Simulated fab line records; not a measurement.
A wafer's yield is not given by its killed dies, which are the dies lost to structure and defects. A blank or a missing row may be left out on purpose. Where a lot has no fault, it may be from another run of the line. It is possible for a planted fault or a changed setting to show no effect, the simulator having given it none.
Struck lot and sound lot, side by side :: flow ritCmos :: 15 steps out of a route of 202
Sound: the wafers L745.1, L745.3, L745.6. Wafers L738.2, L738.5, L738.6 were the ones struck. The cause comes at the end.
Order at every step that has rows: each side's tool, ch and its chambers, its first start. Under that, the readings that differ: sound wafers :: struck wafers :: difference of the means :: sigmas: that difference in standard deviations of wafers without a fault.
alike: same words and numbers on both sides, and readings whose means sit less than 2 such deviations apart. not compared: any withheld reading, any reading some wafer has no value for, any bound like >300 that may hide the same value, and any number with overlapping values for which the record gives no deviation.
Wherever a step has rows on one side only, a row that says differs or no value, or a row with sigmas, the two part there. Non-overlapping numbers with no deviation appear without sigmas and do not part them. A reading missing from all wafers of one side parts the sides only when that side holds two or more wafers.

RIT_ACTIVE_THK_MEAS_02:
  sound on filmMetro-03, day 4 05:03; struck on filmMetro-02, day 2 18:09
  alike: ACTIVE_OXIDE_THK
then, 1 step without rows for these wafers: RIT_ACTIVE_CVD_03 (deposits Si3N4 from SiH2Cl2/NH3, target thk 150 nm, time 1500 s).
RIT_ACTIVE_THK_MEAS_04:
  sound on filmMetro-04, day 4 06:32; struck on filmMetro-03, day 2 19:38
  alike: ACTIVE_NITRIDE_THK
then, 6 steps without rows for these wafers: RIT_ACTIVE_HMDS_05 (prime time 61.04 s); RIT_ACTIVE_COAT_06 (resist thk 1000 nm); RIT_ACTIVE_SOFTBAKE_07 (time 60 s); RIT_ACTIVE_EXPOSE_08 (exposes mask M1, target cd 1400 nm); RIT_ACTIVE_PEB_09; RIT_ACTIVE_DEVELOP_10 (develop time 50 s).
RIT_ACTIVE_CD_MEAS_11: target cd 1400 nm.
  sound on cdSem-02, day 4 07:44; struck on cdSem-02, day 2 20:43
  alike: cdNm
then, 1 step without rows for these wafers: RIT_ACTIVE_HARDBAKE_12 (time 60 s).
RIT_ACTIVE_ETCH_13: etches Si3N4 in SF6, stops on SiO2, time 210 s, target depth 210 nm.
  sound on rieDiel-03 ch 1,3, day 4 08:01; struck on rieDiel-02 ch 1,2, day 2 20:58
reading: oesProductAu (a.u.)
sound: 0.796 0.813 0.813
struck: 0.855 0.857 0.849
difference: +0.046
sigmas: +2
  alike: drypumpMotorCurrentA, rfFwdPowerW, throttleValvePct
  not compared: rfHoursCounterH
RIT_ACTIVE_STRIP_14: strips in O2, time 180 s.
  sound on plasmaAsher-03 ch 0,1, day 4 08:09; struck on plasmaAsher-01 ch 0,1, day 2 21:05
  no value came back on the struck wafers for chamberPressureMTorr (mTorr), drypumpMotorCurrentA (A); on the sound wafers chamberPressureMTorr (mTorr) reads 4004 4002 3998
reading: model.NOVOLAK_of_ACTIVE_COAT_06.thkNm (nm)
sound: 0 0 0
struck: 662.6 660.9 657.4
difference: +660.3
sigmas: 
  not compared: rfHoursCounterH
RIT_ACTIVE_CD_MEAS_90: target cd 1400 nm.
  sound on cdSem-01, day 4 08:19; struck on cdSem-01, day 2 21:17
  alike: cdNm
-- the record jumps here: 2 days lie between the struck wafers' starts before and after (it left off in module ACTIVE and takes up again in module M1, whose first step shown is number 202 of the route) --
RIT_M1_PROBE_99:
  sound on prober-01, day 6 06:50; struck on prober-02, day 5 01:03
reading: killedAtFrontEnd
sound: 5 8 5
struck: 264 264 264
difference: +258
sigmas: +81

reading: killedDies
sound: 5 8 5
struck: 264 264 264
difference: +258
sigmas: +81

reading: killedOnRim
sound: 0 2 1
struck: 70 70 70
difference: +69
sigmas: +46
  alike: killed_at_M0_to_M3, killedOpen, killedShort

== WHERE THEY PART ==
Last at RIT_M1_PROBE_99 as far as this record goes, first at RIT_ACTIVE_ETCH_13.

WHY: whatever the simulator had introduced
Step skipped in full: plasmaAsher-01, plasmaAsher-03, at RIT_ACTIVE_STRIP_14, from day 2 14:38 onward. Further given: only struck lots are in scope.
